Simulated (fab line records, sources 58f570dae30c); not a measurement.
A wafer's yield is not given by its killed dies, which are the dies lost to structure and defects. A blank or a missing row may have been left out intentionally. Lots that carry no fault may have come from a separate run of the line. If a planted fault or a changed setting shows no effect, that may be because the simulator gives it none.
fab line records | flow berkeleyCmos170
[record] lots = 14 | wafers = 42 | lastDay = 12
route steps=331 shown START@4 NWELL@14 NLDD@165
lots that met no fault: taken from a fault-free run of the same line
startH: hours from the record's first day to the start of the lot's first wafer shown | waitH: hours from the lot's prior step to this one | " identical to the entry in the row above | L1.1+2: one row covering several wafers at once | - value missing, or start not given | * or withheld: withheld | < > ~ a bound
route shown NAME@n: a module of which the file shows steps, and the number in the route of the first | usual: average and standard deviation across the fault-free wafers | same: alike in all rows | chamber/n: place in a boat | sites: per-site readings | _std_site: standard deviation of those values | _edge_site: the outer-site mean with the inner-site mean subtracted | radiusMm: how far each site lies from the wafer's centre | mask NAME#n: copy n | behind: the tool/chamber that last shaped the wafer | hold: what put the lot on hold/how long, in hours/how the hold closed | device: which transistor (n, p or np) failed to switch | end of line: tests of these same wafers at the route's end | step lacking rows: just its recipe | killed: not the wafer's yield, but the dies lost to structure and defects at the first sort | map: a wafer's dies, marking killed ones x, the rest . and places with no die _
set.NAME: the setting that was run; set.NAME@STEP: the one run at that earlier step | model.NAME: the simulator's own value behind a step, which no gauge read
route steps across a sampled set of lots; one table per step, one row per wafer
[[steps]]
[step UCB170_START_THK_MEAS_03]
[recipe] reads = SiO2_of_START_OXIDATION_02
[usual] START_OXIDE_THK = 20.1/0.3
lot.wafer | tool         | chamber | startH | waitH | START_OXIDE_THK[nm]
L193.2    | filmMetro-01 | -       | 16.40  | 0.0   | 19.7
L193.3    | "            | -       | "      | "     | 19.9
L193.4    | "            | -       | "      | "     | 19.9
L194.2    | filmMetro-02 | -       | 21.74  | 0.0   | 19.8
L194.4    | "            | -       | "      | "     | 19.9
L194.6    | "            | -       | "      | "     | 19.9
L195.2    | filmMetro-03 | -       | 21.74  | 0.0   | 20.6
L195.3    | "            | -       | "      | "     | 20.5
L195.6    | "            | -       | "      | "     | 20.6
L196.2    | filmMetro-01 | -       | 30.34  | 0.1   | 19.6
L196.4    | "            | -       | "      | "     | 20.1
L196.5    | "            | -       | "      | "     | 20.0
L198.1    | filmMetro-01 | -       | 40.79  | 0.0   | 20.4
L198.2    | "            | -       | "      | "     | 20.1
L198.5    | "            | -       | "      | "     | 20.7
L199.1    | filmMetro-02 | -       | 45.43  | 0.0   | 19.8
L199.2    | "            | -       | "      | "     | 20.1
L199.3    | "            | -       | "      | "     | 20.4
L202.2    | filmMetro-02 | -       | 59.38  | 0.0   | 19.9
L202.5    | "            | -       | "      | "     | 19.7
L202.6    | "            | -       | "      | "     | 20.5
L203.1    | filmMetro-02 | -       | 63.54  | 0.0   | 20.3
L203.2    | "            | -       | "      | "     | 20.3
L203.6    | "            | -       | "      | "     | 20.3
L204.1    | filmMetro-03 | -       | 72.53  | 0.0   | 20.1
L204.3    | "            | -       | "      | "     | 20.1
L204.6    | "            | -       | "      | "     | 20.3
L211.4    | filmMetro-02 | -       | 104.71 | 0.0   | 20.2
L211.5    | "            | -       | "      | "     | 20.1
L211.6    | "            | -       | "      | "     | 20.1
L212.2    | filmMetro-02 | -       | 107.94 | 0.0   | 20.5
L212.3    | "            | -       | "      | "     | 20.4
L212.4    | "            | -       | "      | "     | 20.2
L214.1    | filmMetro-02 | -       | 120.45 | 0.0   | 20.3
L214.3    | "            | -       | "      | "     | 19.7
L214.5    | "            | -       | "      | "     | 19.8
L215.1    | filmMetro-01 | -       | 123.16 | 0.0   | 20.4
L215.2    | "            | -       | "      | "     | 20.5
L215.4    | "            | -       | "      | "     | 20.7
L216.1    | filmMetro-03 | -       | 127.30 | 0.0   | 20.2
L216.2    | "            | -       | "      | "     | 20.3
L216.5    | "            | -       | "      | "     | 20.2
[step UCB170_NWELL_WET_ETCH_00]
[recipe] chemistry = dHF | dilution = 25:1 | target = SiO2 | tempC = 25 | timeS = 200
[usual] bathHeatDutyPct = 6.1/0.87 | runLengthS = 229/3.9 | timeS = 200/0
lot.wafer | tool        | chamber | startH | waitH | bathHeatDutyPct | runLengthS | timeS
L193.2    | wetBench-04 | 3       | 24.18  | 0.1   | 6.3             | 226        | 200
L193.3    | "           | 3       | "      | "     | 6.6             | 226        | 200
L193.4    | "           | 3       | "      | "     | 6.9             | 226        | 200
L194.2    | wetBench-03 | 1       | 28.07  | 0.1   | 6.4             | 227        | 200
L194.4    | "           | 1       | "      | "     | 5.7             | 227        | 200
L194.6    | "           | 1       | "      | "     | 6.6             | 227        | 200
L195.2    | wetBench-04 | 1       | 28.34  | 0.1   | 6.8             | 225        | 200
L195.3    | "           | 1       | "      | "     | 6.8             | 225        | 200
L195.6    | "           | 1       | "      | "     | 6.5             | 225        | 200
L196.2    | wetBench-02 | 2       | 35.82  | 0.1   | 6.3             | 225        | 200
L196.4    | "           | 2       | "      | "     | 7.1             | 225        | 200
L196.5    | "           | 2       | "      | "     | 7.0             | 225        | 200
L198.1    | wetBench-04 | 0       | 46.52  | 0.1   | 6.0             | 225        | 200
L198.2    | "           | 0       | "      | "     | 5.1             | 225        | 200
L198.5    | "           | 0       | "      | "     | 5.8             | 225        | 200
L199.1    | wetBench-02 | 1       | 50.49  | 0.1   | 6.2             | 226        | 200
L199.2    | "           | 1       | "      | "     | 5.8             | 226        | 200
L199.3    | "           | 1       | "      | "     | 5.6             | 226        | 200
L202.2    | wetBench-04 | 3       | 63.26  | 0.2   | 6.3             | 226        | 200
L202.5    | "           | 3       | "      | "     | 6.6             | 226        | 200
L202.6    | "           | 3       | "      | "     | 6.9             | 226        | 200
L203.1    | wetBench-03 | 2       | 69.46  | 0.1   | 6.7             | 234        | 200
L203.2    | "           | 2       | "      | "     | 6.0             | 234        | 200
L203.6    | "           | 2       | "      | "     | 6.0             | 234        | 200
L204.1    | wetBench-04 | 1       | 77.75  | 1.0   | 6.3             | 232        | 200
L204.3    | "           | 1       | "      | "     | 6.7             | 232        | 200
L204.6    | "           | 1       | "      | "     | 6.5             | 232        | 200
L211.4    | wetBench-02 | 2       | 112.35 | 3.4   | -               | -          | -
L211.5    | "           | 2       | "      | "     | -               | -          | -
L211.6    | "           | 2       | "      | "     | -               | -          | -
L212.2    | wetBench-02 | 3       | 112.35 | 1.3   | -               | -          | -
L212.3    | "           | 3       | "      | "     | -               | -          | -
L212.4    | "           | 3       | "      | "     | -               | -          | -
L214.1    | wetBench-04 | 0       | 127.01 | 1.5   | 3.5             | 227        | 200
L214.3    | "           | 0       | "      | "     | 4.1             | 227        | 200
L214.5    | "           | 0       | "      | "     | 4.8             | 227        | 200
L215.1    | wetBench-04 | 2       | 127.01 | 0.3   | 5.8             | 227        | 200
L215.2    | "           | 2       | "      | "     | 6.2             | 227        | 200
L215.4    | "           | 2       | "      | "     | 6.0             | 227        | 200
L216.1    | wetBench-04 | 2       | 132.21 | 0.1   | 5.8             | 234        | 200
L216.2    | "           | 2       | "      | "     | 6.1             | 234        | 200
L216.5    | "           | 2       | "      | "     | 5.6             | 234        | 200
[step UCB170_NLDD_OVL_MEAS_07]
[usual] NLDD_OVL = -2/7.5
lot.wafer | tool       | chamber | startH | waitH | NLDD_OVL[nm]
L193.2    | overlay-01 | -       | 130.25 | 0.1   | 2
L193.3    | "          | -       | "      | "     | -6
L193.4    | "          | -       | "      | "     | 3
L196.2    | overlay-02 | -       | 130.37 | 0.1   | 7
L196.4    | "          | -       | "      | "     | 4
L196.5    | "          | -       | "      | "     | 7
L195.2    | overlay-02 | -       | 130.90 | 0.1   | -8
L195.3    | "          | -       | "      | "     | -17
L195.6    | "          | -       | "      | "     | -10
L194.2    | overlay-02 | -       | 131.14 | 0.1   | -11
L194.4    | "          | -       | "      | "     | -6
L194.6    | "          | -       | "      | "     | -6
L198.1    | overlay-02 | -       | 138.86 | 0.1   | 6
L198.2    | "          | -       | "      | "     | 0
L198.5    | "          | -       | "      | "     | -9
L199.1    | overlay-02 | -       | 153.31 | 0.1   | -14
L199.2    | "          | -       | "      | "     | -14
L199.3    | "          | -       | "      | "     | -20
L202.2    | overlay-02 | -       | 168.97 | 0.1   | -7
L202.5    | "          | -       | "      | "     | -7
L202.6    | "          | -       | "      | "     | -7
L204.1    | overlay-01 | -       | 169.81 | 0.1   | 3
L204.3    | "          | -       | "      | "     | 10
L204.6    | "          | -       | "      | "     | 4
L203.1    | overlay-01 | -       | 170.17 | 0.1   | -5
L203.2    | "          | -       | "      | "     | 0
L203.6    | "          | -       | "      | "     | -3
L215.1    | overlay-02 | -       | 232.08 | 0.1   | 9
L215.2    | "          | -       | "      | "     | 3
L215.4    | "          | -       | "      | "     | 5
L214.1    | overlay-02 | -       | 241.01 | 0.1   | -1
L214.3    | "          | -       | "      | "     | 1
L214.5    | "          | -       | "      | "     | -9
L216.1    | overlay-01 | -       | 241.17 | 0.1   | 5
L216.2    | "          | -       | "      | "     | 1
L216.5    | "          | -       | "      | "     | -3
[step UCB170_NLDD_TW_MEAS_11]
[usual] NLDD_TW = 2187/25
lot.wafer | tool         | chamber | startH | waitH | NLDD_TW
L193.2    | filmMetro-02 | -       | 130.69 | 0.1   | 2213
L193.3    | "            | -       | "      | "     | 2209
L193.4    | "            | -       | "      | "     | 2221
L196.2    | filmMetro-03 | -       | 130.81 | 0.1   | 2157
L196.4    | "            | -       | "      | "     | 2160
L196.5    | "            | -       | "      | "     | 2161
L195.2    | filmMetro-02 | -       | 131.34 | 0.1   | 2196
L195.3    | "            | -       | "      | "     | 2206
L195.6    | "            | -       | "      | "     | 2211
L194.2    | filmMetro-03 | -       | 131.58 | 0.1   | 2154
L194.4    | "            | -       | "      | "     | 2162
L194.6    | "            | -       | "      | "     | 2161
L198.1    | filmMetro-03 | -       | 139.30 | 0.1   | 2162
L198.2    | "            | -       | "      | "     | 2153
L198.5    | "            | -       | "      | "     | 2153
L199.1    | filmMetro-01 | -       | 153.75 | 0.1   | 2214
L199.2    | "            | -       | "      | "     | 2212
L199.3    | "            | -       | "      | "     | 2209
L202.2    | filmMetro-02 | -       | 169.41 | 0.1   | 2210
L202.5    | "            | -       | "      | "     | 2197
L202.6    | "            | -       | "      | "     | 2207
L204.1    | filmMetro-03 | -       | 170.24 | 0.1   | 2164
L204.3    | "            | -       | "      | "     | 2158
L204.6    | "            | -       | "      | "     | 2157
L203.1    | filmMetro-03 | -       | 170.60 | 0.1   | 2165
L203.2    | "            | -       | "      | "     | 2168
L203.6    | "            | -       | "      | "     | 2152
L215.1    | filmMetro-02 | -       | 232.52 | 0.1   | 2218
L215.2    | "            | -       | "      | "     | 2212
L215.4    | "            | -       | "      | "     | 2215
L214.1    | filmMetro-01 | -       | 241.45 | 0.1   | 2207
L214.3    | "            | -       | "      | "     | 2221
L214.5    | "            | -       | "      | "     | 2216
L216.1    | filmMetro-03 | -       | 241.60 | 0.1   | 2164
L216.2    | "            | -       | "      | "     | 2154
L216.5    | "            | -       | "      | "     | 2156
[[key]]
[firstSign] step = UCB170_NWELL_WET_ETCH_00 | reading = toolRecord | direction = missing
effect none on later readings
metAt UCB170_NWELL_WET_ETCH_00
struckLots L211,L212
laterRowsLeftOut L211.4,L211.5,L211.6,L212.2,L212.3,L212.4
sortLeftOut L211.4,L211.5,L211.6,L212.2,L212.3,L212.4
testerLeftOut L211,L212
notActingAt UCB170_START_THK_MEAS_03,UCB170_NLDD_OVL_MEAS_07,UCB170_NLDD_TW_MEAS_11
onsetBetween 50.49 112.35
[fault] kind = skippedStepWhole | tool = wetBench-02 | chamber = - | onsetH = 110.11 | steps = UCB170_NWELL_WET_ETCH_00 | scope = struckLotsOnly
// testerLeftOut: of these lots the tester's yield and bins aren't shown, on N5 and GAA mostly nor the transistor test; their killed dies are dies lost to structure and defects alone, not to doping, threshold or leakage, so they don't give the yield
// sortLeftOut: the simulated sort isn't trusted on such a fault, so these wafers' sort isn't shown, and their yield isn't known
// laterRowsLeftOut: the simulator's readings of these wafers behind a module that went badly wrong aren't trusted and aren't shown, but for the sort
